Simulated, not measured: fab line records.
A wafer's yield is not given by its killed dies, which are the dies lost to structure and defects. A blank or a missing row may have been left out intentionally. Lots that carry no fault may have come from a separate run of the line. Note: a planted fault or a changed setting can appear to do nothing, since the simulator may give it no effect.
What tool caused it? :: flow berkeley-cmos170 :: 42 wafers from 14 lots sampled at 4 of the route's 331 steps

WHAT EACH GAUGE READ, for each wafer
UCB170_NSD_TW_MEAS_10.
lot: L763
measured: day 6 09:07
on: film-metro-01
NSD_TW: 4178 4186 4172

lot: L764
measured: day 6 10:01
on: film-metro-01
NSD_TW: 4161 4142 4151

lot: L767
measured: day 7 02:21
on: film-metro-02
NSD_TW: 4355 4338 4322

lot: L766
measured: day 7 02:28
on: film-metro-03
NSD_TW: 4210 4193 4196

lot: L765
measured: day 7 02:42
on: film-metro-01
NSD_TW: 4154 4151 4139

lot: L768
measured: day 7 16:04
on: film-metro-02
NSD_TW: 4307 4327 4311

lot: L772
measured: day 8 17:48
on: film-metro-03
NSD_TW: 4235 4234 4243

lot: L773
measured: day 8 18:01
on: film-metro-02
NSD_TW: 4444 4456 4488

lot: L777
measured: day 9 14:26
on: film-metro-03
NSD_TW: 4214 4215 4232

lot: L776
measured: day 9 14:49
on: film-metro-02
NSD_TW: 4515 4472 4492

lot: L782
measured: day 10 13:29
on: film-metro-03
NSD_TW: 4237 4254 4237

lot: L783
measured: day 11 04:38
on: film-metro-02
NSD_TW: 4357 4350 4363

lot: L784
measured: day 11 08:43
on: film-metro-03
NSD_TW: 4181 4220 4206

lot: L785
measured: day 11 09:52
on: film-metro-02
NSD_TW: 4358 4343 4341

UCB170_SDANNEAL_RS_MEAS_03: uses a four-point probe to measure.
lot: L763
measured: day 6 10:19
on: film-metro-02
NSD_RS (ohm/sq): 37.35 37.25 37.35

lot: L764
measured: day 6 11:16
on: film-metro-01
NSD_RS (ohm/sq): 37.37 37.38 37.35

lot: L767
measured: day 7 03:35
on: film-metro-02
NSD_RS (ohm/sq): 37.33 37.16 37.32

lot: L766
measured: day 7 03:50
on: film-metro-03
NSD_RS (ohm/sq): 37.13 37.21 37.18

lot: L765
measured: day 7 03:58
on: film-metro-01
NSD_RS (ohm/sq): 37.20 37.17 37.33

lot: L768
measured: day 7 17:17
on: film-metro-01
NSD_RS (ohm/sq): 37.30 37.40 37.30

lot: L772
measured: day 8 21:44
on: film-metro-01
NSD_RS (ohm/sq): 37.30 37.17 37.14

lot: L773
measured: day 8 22:31
on: film-metro-02
NSD_RS (ohm/sq): 36.01 35.77 35.73

lot: L777
measured: day 9 15:38
on: film-metro-02
NSD_RS (ohm/sq): 37.30 37.24 37.27

lot: L776
measured: day 9 16:17
on: film-metro-02
NSD_RS (ohm/sq): 35.90 35.85 35.70

lot: L782
measured: day 10 15:37
on: film-metro-03
NSD_RS (ohm/sq): 37.24 37.13 37.29

lot: L783
measured: day 11 05:56
on: film-metro-02
NSD_RS (ohm/sq): 37.42 37.39 37.34

lot: L784
measured: day 11 10:01
on: film-metro-03
NSD_RS (ohm/sq): 37.29 37.16 37.22

lot: L785
measured: day 11 11:08
on: film-metro-01
NSD_RS (ohm/sq): 37.41 37.26 37.40

WHICH TOOL RAN EACH LOT (tool, then ch and the chambers of the sampled wafers, then the start)
lot: L763
UCB170_NSD_IMPLANT_08: implanter-02 ch 0, day 6 08:52
UCB170_NSD_STRIP_09: plasma-asher-04 ch 0, day 6 09:00

lot: L764
UCB170_NSD_IMPLANT_08: implanter-02 ch 0, day 6 09:48
UCB170_NSD_STRIP_09: plasma-asher-03 ch 0,1, day 6 09:55

lot: L767
UCB170_NSD_IMPLANT_08: implanter-02 ch 0, day 7 02:07
UCB170_NSD_STRIP_09: plasma-asher-04 ch 0,1, day 7 02:14

lot: L766
UCB170_NSD_IMPLANT_08: implanter-03 ch 0, day 7 02:13
UCB170_NSD_STRIP_09: plasma-asher-03 ch 0,1, day 7 02:22

lot: L765
UCB170_NSD_IMPLANT_08: implanter-04 ch 0, day 7 02:27
UCB170_NSD_STRIP_09: plasma-asher-02 ch 0,1, day 7 02:36

lot: L768
UCB170_NSD_IMPLANT_08: implanter-04 ch 0, day 7 15:49
UCB170_NSD_STRIP_09: plasma-asher-03 ch 0,1, day 7 15:58

lot: L772
UCB170_NSD_IMPLANT_08: implanter-03 ch 0, day 8 17:34
UCB170_NSD_STRIP_09: plasma-asher-02 ch 0,1, day 8 17:41

lot: L773
UCB170_NSD_IMPLANT_08: implanter-02 ch 0, day 8 17:46
UCB170_NSD_STRIP_09: plasma-asher-03 ch 0,1, day 8 17:55

lot: L777
UCB170_NSD_IMPLANT_08: implanter-03 ch 0, day 9 14:11
UCB170_NSD_STRIP_09: plasma-asher-04 ch 0, day 9 14:20

lot: L776
UCB170_NSD_IMPLANT_08: implanter-02 ch 0, day 9 14:34
UCB170_NSD_STRIP_09: plasma-asher-04 ch 0,1, day 9 14:43

lot: L782
UCB170_NSD_IMPLANT_08: implanter-04 ch 0, day 10 13:14
UCB170_NSD_STRIP_09: plasma-asher-04 ch 1, day 10 13:23

lot: L783
UCB170_NSD_IMPLANT_08: implanter-03 ch 0, day 11 04:23
UCB170_NSD_STRIP_09: plasma-asher-03 ch 0,1, day 11 04:32

lot: L784
UCB170_NSD_IMPLANT_08: implanter-03 ch 0, day 11 08:29
UCB170_NSD_STRIP_09: plasma-asher-04 ch 0,1, day 11 08:37

lot: L785
UCB170_NSD_IMPLANT_08: implanter-03 ch 0, day 11 09:38
UCB170_NSD_STRIP_09: plasma-asher-04 ch 0,1, day 11 09:47
- UCB170_NSD_IMPLANT_08
- UCB170_NSD_STRIP_09: strips in O2.

WHAT THE TOOLS THEMSELVES READ (means of the sampled wafers that have a number; where no wafer has one, the mark that the record gives instead)
UCB170_NSD_IMPLANT_08.
lot: L763
tool: implanter-02
beam-energy-keV: 39.991
beam-on-s (s): 9.86

lot: L764
tool: implanter-02
beam-energy-keV: 40.005
beam-on-s (s): 9.94

lot: L767
tool: implanter-02
beam-energy-keV: 39.999
beam-on-s (s): 9.90

lot: L766
tool: implanter-03
beam-energy-keV: 40.000
beam-on-s (s): 10.10

lot: L765
tool: implanter-04
beam-energy-keV: 40.019
beam-on-s (s): 10.21

lot: L768
tool: implanter-04
beam-energy-keV: 39.992
beam-on-s (s): 9.80

lot: L772
tool: implanter-03
beam-energy-keV: 39.994
beam-on-s (s): 10.11

lot: L773
tool: implanter-02
beam-energy-keV: 45.199
beam-on-s (s): 10.11

lot: L777
tool: implanter-03
beam-energy-keV: 39.998
beam-on-s (s): 10.01

lot: L776
tool: implanter-02
beam-energy-keV: 45.183
beam-on-s (s): 9.99

lot: L782
tool: implanter-04
beam-energy-keV: 39.995
beam-on-s (s): 10.07

lot: L783
tool: implanter-03
beam-energy-keV: 40.008
beam-on-s (s): 10.06

lot: L784
tool: implanter-03
beam-energy-keV: 39.990
beam-on-s (s): 9.91

lot: L785
tool: implanter-03
beam-energy-keV: 39.990
beam-on-s (s): 9.90

UCB170_NSD_STRIP_09.
lot: L763
tool: plasma-asher-04
drypump-motor-current-A (A): 6.3
oes-product-au (a.u.): 0.536
strip-time-to-endpoint-s (s): 35.68

lot: L764
tool: plasma-asher-03
drypump-motor-current-A (A): 5.8
oes-product-au (a.u.): 0.535
strip-time-to-endpoint-s (s): 35.79

lot: L767
tool: plasma-asher-04
drypump-motor-current-A (A): 5.6
oes-product-au (a.u.): 0.534
strip-time-to-endpoint-s (s): 35.70

lot: L766
tool: plasma-asher-03
drypump-motor-current-A (A): 5.7
oes-product-au (a.u.): 0.531
strip-time-to-endpoint-s (s): 35.97

lot: L765
tool: plasma-asher-02
drypump-motor-current-A (A): 6.1
oes-product-au (a.u.): 0.537
strip-time-to-endpoint-s (s): 35.84

lot: L768
tool: plasma-asher-03
drypump-motor-current-A (A): 5.8
oes-product-au (a.u.): 0.539
strip-time-to-endpoint-s (s): 35.92

lot: L772
tool: plasma-asher-02
drypump-motor-current-A (A): 6.0
oes-product-au (a.u.): 0.539
strip-time-to-endpoint-s (s): 35.74

lot: L773
tool: plasma-asher-03
drypump-motor-current-A (A): 5.7
oes-product-au (a.u.): 0.516
strip-time-to-endpoint-s (s): 37.73

lot: L777
tool: plasma-asher-04
drypump-motor-current-A (A): 6.3
oes-product-au (a.u.): 0.533
strip-time-to-endpoint-s (s): 35.87

lot: L776
tool: plasma-asher-04
drypump-motor-current-A (A): 6.0
oes-product-au (a.u.): 0.520
strip-time-to-endpoint-s (s): 37.74

lot: L782
tool: plasma-asher-04
drypump-motor-current-A (A): 5.3
oes-product-au (a.u.): 0.532
strip-time-to-endpoint-s (s): 35.78

lot: L783
tool: plasma-asher-03
drypump-motor-current-A (A): 5.8
oes-product-au (a.u.): 0.532
strip-time-to-endpoint-s (s): 35.71

lot: L784
tool: plasma-asher-04
drypump-motor-current-A (A): 5.6
oes-product-au (a.u.): 0.534
strip-time-to-endpoint-s (s): 35.72

lot: L785
tool: plasma-asher-04
drypump-motor-current-A (A): 5.6
oes-product-au (a.u.): 0.536
strip-time-to-endpoint-s (s): 35.73

THE ANSWER, worked out from the rows above alone
Rule: usual is defined by the lots themselves. Put in order of their means at a reading, lots are off if they are a third of the lots or fewer, leave a main group of 4 or more, and stand apart from it by a gap of 3 or more times the standard deviation of the main group's means; of several such gaps the widest counts. A main group whose means are all the same, to the digits that the tables above print for the reading, isn't used. A lot without any number at a reading at which 4 lots or more have one is off too. Where the step has rows for the other lots, those lots are counted as sound. After the gauges, taken in route order, come the tools' own readings; for these a lot's mean is taken, as printed above. At the first step where some lot is off, the reading lying furthest off is the one used; lots without a number count as furthest.
Off: at UCB170_SDANNEAL_RS_MEAS_03 (NSD_RS), L773, L776. For the main group the mean is 37.28 ohm/sq and the standard deviation 0.068.
A tool fits if, at a process step before that reading, it ran every lot that is off, and no sound lot after the first of them. Not tried: the gauges at UCB170_SDANNEAL_RS_MEAS_03; whatever is off there is also off at UCB170_NSD_IMPLANT_08, on other tools, and gauge error can't account for it. One fits: implanter-02 at UCB170_NSD_IMPLANT_08. Its last sound lot is L767 (day 7 02:07), its first lot that is off L773 (day 8 17:46): a fault that began between those two fits.
On the lots that are off, the tool's own readings at UCB170_NSD_IMPLANT_08 differ by more than 5 times the standard deviation of the sound lots' means, which bears it out; beam-energy-keV reads 45.191 there versus 39.998 on the sound lots.

WHAT WAS PUT IN BY THE SIMULATOR
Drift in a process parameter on implanter-02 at UCB170_NSD_IMPLANT_08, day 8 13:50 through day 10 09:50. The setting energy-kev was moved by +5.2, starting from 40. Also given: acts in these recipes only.
Shown lots that were struck: L773, L776. The rule given above showed the same thing.
